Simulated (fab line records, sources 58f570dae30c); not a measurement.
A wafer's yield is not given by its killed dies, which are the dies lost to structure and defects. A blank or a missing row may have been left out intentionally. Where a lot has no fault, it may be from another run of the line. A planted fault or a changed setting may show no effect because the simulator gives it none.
One fault seen from 2 desks || flow berkeley cmos170 || what lay behind the numbers comes last; until then each desk has only its own

METROLOGY DESK
What the gauges read for every lot (on any tool): the sampled wafers with a number, averaged. Marked OUT: a lot whose mean sits more than 4 standard deviations from the usual mean, which makes it out of limits; the brackets give that distance.
Columns: A = PWELL_NITRIDE_THK at UCB170_PWELL_THK_MEAS_06, usual 221.3 nm; B = ACTIVE_OVL at UCB170_ACTIVE_OVL_MEAS_14, usual 4 nm; C = PFIELD_TW at UCB170_PFIELD_TW_MEAS_09, usual 605
{"lot": "L876", "first seen here": "day 3 04:05", "A": 221.4, "B": -1, "C": 608}
{"lot": "L877", "first seen here": "day 3 04:05", "A": 221.4, "B": 3, "C": 610}
{"lot": "L878", "first seen here": "day 3 08:15", "A": 220.7, "B": -1, "C": 608}
{"lot": "L879", "first seen here": "day 3 08:15", "A": 222.5, "B": 3, "C": 599}
{"lot": "L880", "first seen here": "day 3 19:47", "A": 220.0, "B": 6, "C": "704 (+23) OUT"}
{"lot": "L881", "first seen here": "day 4 00:33", "A": 218.6, "B": -0, "C": 597}
{"lot": "L882", "first seen here": "day 4 09:28", "A": 217.7, "B": 2, "C": "702 (+22) OUT"}
{"lot": "L890", "first seen here": "day 6 04:02", "A": 223.9, "B": 4, "C": 606}
{"lot": "L892", "first seen here": "day 6 13:44", "A": 220.6, "B": 4, "C": 608}
{"lot": "L893", "first seen here": "day 6 13:45", "A": 222.2, "B": 4, "C": 609}
{"lot": "L895", "first seen here": "day 7 04:57", "A": 222.7, "B": 8, "C": 606}
{"lot": "L897", "first seen here": "day 7 09:52", "A": 222.2, "B": 6, "C": 602}
{"lot": "L898", "first seen here": "day 7 18:16", "A": 224.8, "B": 12, "C": 600}
{"lot": "L899", "first seen here": "day 7 18:16", "A": 221.6, "B": 1, "C": 604}
This desk's result: L880, L882 out of limits, first on L880 (PFIELD_TW at UCB170_PFIELD_TW_MEAS_09), day 5 07:03. Within limits: L876, L877, L878, L879, L881, L890, L892, L893, L895, L897, L898, L899.

THE TOOL OWNER'S DESK: implanter-04
UCB170_PFIELD_IMPLANT_07, tool's own readings: per-lot mean of the sampled wafers with a number, covering each lot this tool ran. Marked OUT: a lot whose mean sits more than 4 standard deviations from the usual mean, which makes it out of limits; the brackets give that distance.
Columns: A = dose ions cm2 at UCB170_PFIELD_IMPLANT_07, usual 2.0003e+13; B = faraday current uA at UCB170_PFIELD_IMPLANT_07, usual 63.4
{"lot": "L877", "first seen here": "day 4 17:11", "A": 2.0016e+13, "B": 63.5}
{"lot": "L878", "first seen here": "day 4 17:32", "A": 1.9974e+13, "B": 63.7}
{"lot": "L880", "first seen here": "day 5 06:48", "A": "3.1967e+13 (+99 or more) OUT", "B": "101.7 (+29) OUT"}
{"lot": "L882", "first seen here": "day 5 20:52", "A": "3.2015e+13 (+99 or more) OUT", "B": "99.9 (+28) OUT"}
This desk's verdict: out of limits on L880, L882, starting with L880 at day 5 06:48 (dose ions cm2 at UCB170_PFIELD_IMPLANT_07). Within limits: L877, L878.

ALL TOGETHER
On L880, L882, at day 5 06:48, an alarm was possible from the tool owner's desk.
At day 5 07:03 the metrology desk could have sounded an alarm, on L880, L882.
The lots listed all ran UCB170_PFIELD_IMPLANT_07 on implanter-04.

WHAT WAS PUT IN BY THE SIMULATOR
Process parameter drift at UCB170_PFIELD_IMPLANT_07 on implanter-04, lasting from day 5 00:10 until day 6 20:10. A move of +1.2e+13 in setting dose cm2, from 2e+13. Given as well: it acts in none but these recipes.
Lots struck among those shown: L880, L882.
Delay (hours) between the fault's onset and each desk's first out-of-limits reading: 7 at the tool owner's desk, 7 at the metrology desk.
